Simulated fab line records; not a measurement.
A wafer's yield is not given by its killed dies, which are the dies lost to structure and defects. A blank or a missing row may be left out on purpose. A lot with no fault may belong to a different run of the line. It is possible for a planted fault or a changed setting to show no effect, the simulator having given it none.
Split-lot study | flow berkeley cmos170 | 23 wafers read across 5 lots, on a route 331 steps long

THE SPLIT
At UCB170_M2_SPUTTER_01 (material Al, target thk 900 nm, time 120 s), the setting power w was moved away from the recipe's 6000 W on 4 of the 23 wafers read, by -10.9% to +6.7%. The other wafers ran this setting at the recipe's value.

FROM THE SPLIT TO THE READING: what the file shows between them, 1 step
- UCB170_M2_RS_MEAS_02: measures by four-point-probe

THE READING
M2_AL_THK, in nm, at UCB170_M2_THK_MEAS_03 (measures by xrf). On this fab line, fault-free wafers typically give 892 nm with a standard deviation of 9 nm.

wafer  | tool, chamber at the split | power w as run, W | against the recipe | M2_AL_THK, nm | against lot-mates on the recipe
L076.1 | pvd sputter-01, -          | 6000              | recipe             | 894           | -
L076.2 | pvd sputter-01, -          | 6000              | recipe             | 893           | -
L076.3 | pvd sputter-01, -          | 6000              | recipe             | 889           | -
L076.4 | pvd sputter-01, -          | 6000              | recipe             | 892           | -
L076.6 | pvd sputter-01, -          | 6000              | recipe             | 888           | -
L077.1 | pvd sputter-02, -          | 6000              | recipe             | 881           | -
L077.2 | pvd sputter-02, -          | 6000              | recipe             | 897           | -
L077.4 | pvd sputter-02, -          | 6000              | recipe             | 905           | -
L077.5 | pvd sputter-02, -          | 6000              | recipe             | 893           | -
L077.6 | pvd sputter-02, -          | 6000              | recipe             | 874           | -
L078.1 | pvd sputter-01, -          | 6000              | recipe             | 887           | -
L078.2 | pvd sputter-01, -          | 6000              | recipe             | 896           | -
L078.4 | pvd sputter-01, -          | 6000              | recipe             | 881           | -
L078.5 | pvd sputter-01, -          | 5348              | -10.9%             | 793           | -95
L078.6 | pvd sputter-01, -          | 5348              | -10.9%             | 785           | -103
L082.1 | pvd sputter-02, -          | 6000              | recipe             | 903           | -
L082.3 | pvd sputter-02, -          | 6000              | recipe             | 888           | -
L082.4 | pvd sputter-02, -          | 6000              | recipe             | 885           | -
L083.1 | pvd sputter-01, -          | 6400              | +6.7%              | 957           | +68
L083.3 | pvd sputter-01, -          | 6000              | recipe             | 886           | -
L083.4 | pvd sputter-01, -          | 6000              | recipe             | 893           | -
L083.5 | pvd sputter-01, -          | 6000              | recipe             | 887           | -
L083.6 | pvd sputter-01, -          | 6400              | +6.7%              | 952           | +63

FIT RESULTS
A straight line over all 23 wafers: M2_AL_THK changes by +9.41 nm for each +1% of power w; r = +0.98; the points scatter about the line by 7.1 nm.
The same after taking each lot's own level away (the mean of its wafers on the recipe; 23 wafers): +9.33 nm for each +1%; r = +0.98; scatter 7.1 nm.
Per that fit: largest power w move, reading shift of 1e+02 nm.
The span of the lots' own levels, 888.0 to 892.0 nm, comes to 0.4 times the standard deviation stated above.
The two slopes agree, so the slope changes little with the lot-to-lot level.
Check: with one of the wafers moved furthest among these (-10.9%) left out of the fit, the line predicts -105 nm for it against its lot-mates. It came out at -95 nm against them.

FURTHER SPLITS ON THESE WAFERS
These wafers also went through other splits before the reading. Each is held against what the fit with the lots' levels taken away leaves over:
other split on the same wafers | wafers away from the commonest value | r with M2_AL_THK (lot level and that fit taken away)
UCB170_M1_EXPOSE_06 dose mj    | 8                                    | +0.11

THE WHOLE CHAIN: every reading that the file lists as answering this split, in the file's order
step                  | what it does                               | reading                                                                     | change (the file's fit)               | r (the file's)
UCB170_M2_SPUTTER_01  | material Al, target thk 900 nm, time 120 s | Al_of_M2_SPUTTER_01.thk nm (the simulator's own value, which no gauge read) | +9.14 nm for each +1% of the setting  | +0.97
UCB170_M2_RS_MEAS_02  | measures by four-point-probe               | M2_AL_RS                                                                    | -0.000353 for each +1% of the setting | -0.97
UCB170_M2_THK_MEAS_03 | measures by xrf                            | M2_AL_THK                                                                   | +9.33 for each +1% of the setting     | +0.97

FILE'S OWN FIT
M2_AL_THK changes by +9.33 nm for each +1% of power w, r = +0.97.
